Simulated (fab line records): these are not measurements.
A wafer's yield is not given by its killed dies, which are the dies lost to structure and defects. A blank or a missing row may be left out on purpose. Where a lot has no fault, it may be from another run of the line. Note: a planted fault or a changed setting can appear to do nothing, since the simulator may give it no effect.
Split-lot trial || flow berkeley_cmos170 || on a route of 331 steps: 5 lots, 27 wafers read

SPLIT DETAILS
At UCB170_WELLDRIVE_OXIDATION_01 (target thk 199 nm, ox time 9000 s), the setting ox_time_s was moved away from the recipe's 9000 s on 12 of the 27 wafers read, by -29.3% to +17.3%. This setting was run at the recipe's value on the other wafers.

The file shows no step between the split and the reading.

THE READING
WELLDRIVE_OXIDE_THK, in nm, at UCB170_WELLDRIVE_THK_MEAS_02. A value of 200 nm with a standard deviation of 3.9 nm is what fault-free wafers of this fab line usually give.

{"wafer": "L075.1", "tool, chamber at the split": "-, -", "ox_time_s as run, s": 9000, "against the recipe": "recipe", "WELLDRIVE_OXIDE_THK, nm": 203, "against lot-mates on the recipe": "-"}
{"wafer": "L075.2", "tool, chamber at the split": "-, -", "ox_time_s as run, s": 9000, "against the recipe": "recipe", "WELLDRIVE_OXIDE_THK, nm": 201, "against lot-mates on the recipe": "-"}
{"wafer": "L075.3", "tool, chamber at the split": "-, -", "ox_time_s as run, s": 9000, "against the recipe": "recipe", "WELLDRIVE_OXIDE_THK, nm": 199, "against lot-mates on the recipe": "-"}
{"wafer": "L075.4", "tool, chamber at the split": "-, -", "ox_time_s as run, s": 9000, "against the recipe": "recipe", "WELLDRIVE_OXIDE_THK, nm": 197, "against lot-mates on the recipe": "-"}
{"wafer": "L075.5", "tool, chamber at the split": "-, -", "ox_time_s as run, s": 9000, "against the recipe": "recipe", "WELLDRIVE_OXIDE_THK, nm": 198, "against lot-mates on the recipe": "-"}
{"wafer": "L075.6", "tool, chamber at the split": "-, -", "ox_time_s as run, s": 9000, "against the recipe": "recipe", "WELLDRIVE_OXIDE_THK, nm": 200, "against lot-mates on the recipe": "-"}
{"wafer": "L078.1", "tool, chamber at the split": "-, -", "ox_time_s as run, s": 9000, "against the recipe": "recipe", "WELLDRIVE_OXIDE_THK, nm": 201, "against lot-mates on the recipe": "-"}
{"wafer": "L078.2", "tool, chamber at the split": "-, -", "ox_time_s as run, s": 9000, "against the recipe": "recipe", "WELLDRIVE_OXIDE_THK, nm": 200, "against lot-mates on the recipe": "-"}
{"wafer": "L078.3", "tool, chamber at the split": "-, -", "ox_time_s as run, s": 9000, "against the recipe": "recipe", "WELLDRIVE_OXIDE_THK, nm": 200, "against lot-mates on the recipe": "-"}
{"wafer": "L078.4", "tool, chamber at the split": "-, -", "ox_time_s as run, s": 9000, "against the recipe": "recipe", "WELLDRIVE_OXIDE_THK, nm": 200, "against lot-mates on the recipe": "-"}
{"wafer": "L078.5", "tool, chamber at the split": "-, -", "ox_time_s as run, s": 9000, "against the recipe": "recipe", "WELLDRIVE_OXIDE_THK, nm": 200, "against lot-mates on the recipe": "-"}
{"wafer": "L078.6", "tool, chamber at the split": "-, -", "ox_time_s as run, s": 9000, "against the recipe": "recipe", "WELLDRIVE_OXIDE_THK, nm": 201, "against lot-mates on the recipe": "-"}
{"wafer": "L080.1", "tool, chamber at the split": "-, -", "ox_time_s as run, s": 6363, "against the recipe": "-29.3%", "WELLDRIVE_OXIDE_THK, nm": 167, "against lot-mates on the recipe": "no lot-mate on the recipe"}
{"wafer": "L080.2", "tool, chamber at the split": "-, -", "ox_time_s as run, s": 6363, "against the recipe": "-29.3%", "WELLDRIVE_OXIDE_THK, nm": 167, "against lot-mates on the recipe": "no lot-mate on the recipe"}
{"wafer": "L080.3", "tool, chamber at the split": "-, -", "ox_time_s as run, s": 6363, "against the recipe": "-29.3%", "WELLDRIVE_OXIDE_THK, nm": 168, "against lot-mates on the recipe": "no lot-mate on the recipe"}
{"wafer": "L080.4", "tool, chamber at the split": "-, -", "ox_time_s as run, s": 6363, "against the recipe": "-29.3%", "WELLDRIVE_OXIDE_THK, nm": 165, "against lot-mates on the recipe": "no lot-mate on the recipe"}
{"wafer": "L080.5", "tool, chamber at the split": "-, -", "ox_time_s as run, s": 6363, "against the recipe": "-29.3%", "WELLDRIVE_OXIDE_THK, nm": 167, "against lot-mates on the recipe": "no lot-mate on the recipe"}
{"wafer": "L080.6", "tool, chamber at the split": "-, -", "ox_time_s as run, s": 6363, "against the recipe": "-29.3%", "WELLDRIVE_OXIDE_THK, nm": 167, "against lot-mates on the recipe": "no lot-mate on the recipe"}
{"wafer": "L084.1", "tool, chamber at the split": "-, -", "ox_time_s as run, s": 10560, "against the recipe": "+17.3%", "WELLDRIVE_OXIDE_THK, nm": 215, "against lot-mates on the recipe": "no lot-mate on the recipe"}
{"wafer": "L084.2", "tool, chamber at the split": "-, -", "ox_time_s as run, s": 10560, "against the recipe": "+17.3%", "WELLDRIVE_OXIDE_THK, nm": 210, "against lot-mates on the recipe": "no lot-mate on the recipe"}
{"wafer": "L084.3", "tool, chamber at the split": "-, -", "ox_time_s as run, s": 10560, "against the recipe": "+17.3%", "WELLDRIVE_OXIDE_THK, nm": 216, "against lot-mates on the recipe": "no lot-mate on the recipe"}
{"wafer": "L084.4", "tool, chamber at the split": "-, -", "ox_time_s as run, s": 10560, "against the recipe": "+17.3%", "WELLDRIVE_OXIDE_THK, nm": 218, "against lot-mates on the recipe": "no lot-mate on the recipe"}
{"wafer": "L084.5", "tool, chamber at the split": "-, -", "ox_time_s as run, s": 10560, "against the recipe": "+17.3%", "WELLDRIVE_OXIDE_THK, nm": 216, "against lot-mates on the recipe": "no lot-mate on the recipe"}
{"wafer": "L084.6", "tool, chamber at the split": "-, -", "ox_time_s as run, s": 10560, "against the recipe": "+17.3%", "WELLDRIVE_OXIDE_THK, nm": 215, "against lot-mates on the recipe": "no lot-mate on the recipe"}
{"wafer": "L083.1", "tool, chamber at the split": "furnace-04, 0", "ox_time_s as run, s": 9000, "against the recipe": "recipe", "WELLDRIVE_OXIDE_THK, nm": 199, "against lot-mates on the recipe": "-"}
{"wafer": "L083.2", "tool, chamber at the split": "furnace-04, 0", "ox_time_s as run, s": 9000, "against the recipe": "recipe", "WELLDRIVE_OXIDE_THK, nm": 197, "against lot-mates on the recipe": "-"}
{"wafer": "L083.4", "tool, chamber at the split": "furnace-04, 0", "ox_time_s as run, s": 9000, "against the recipe": "recipe", "WELLDRIVE_OXIDE_THK, nm": 199, "against lot-mates on the recipe": "-"}

THE FIT
A straight line over all 27 wafers: WELLDRIVE_OXIDE_THK changes by +1.05 nm for each +1% of ox_time_s; r = +0.99; the points scatter about the line by 2.2 nm.
Too few moved wafers have a lot-mate on the recipe to fit a line with each lot's own level taken away.

THE WHOLE CHAIN: every reading that the file lists as answering this split, in the file's order
{"step": "UCB170_WELLDRIVE_OXIDATION_01", "what it does": "target thk 199 nm, ox time 9000 s", "reading": "SiO2_of_WELLDRIVE_OXIDATION_01.thk_nm (the simulator's own value, which no gauge read)", "change (the file's fit)": "+1.05 nm for each +1% of the setting", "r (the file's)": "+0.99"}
{"step": "UCB170_WELLDRIVE_THK_MEAS_02", "what it does": "", "reading": "WELLDRIVE_OXIDE_THK", "change (the file's fit)": "+1.05 for each +1% of the setting", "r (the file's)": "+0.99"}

FILE'S OWN FIT
WELLDRIVE_OXIDE_THK changes by +1.05 nm for each +1% of ox_time_s, r = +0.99.
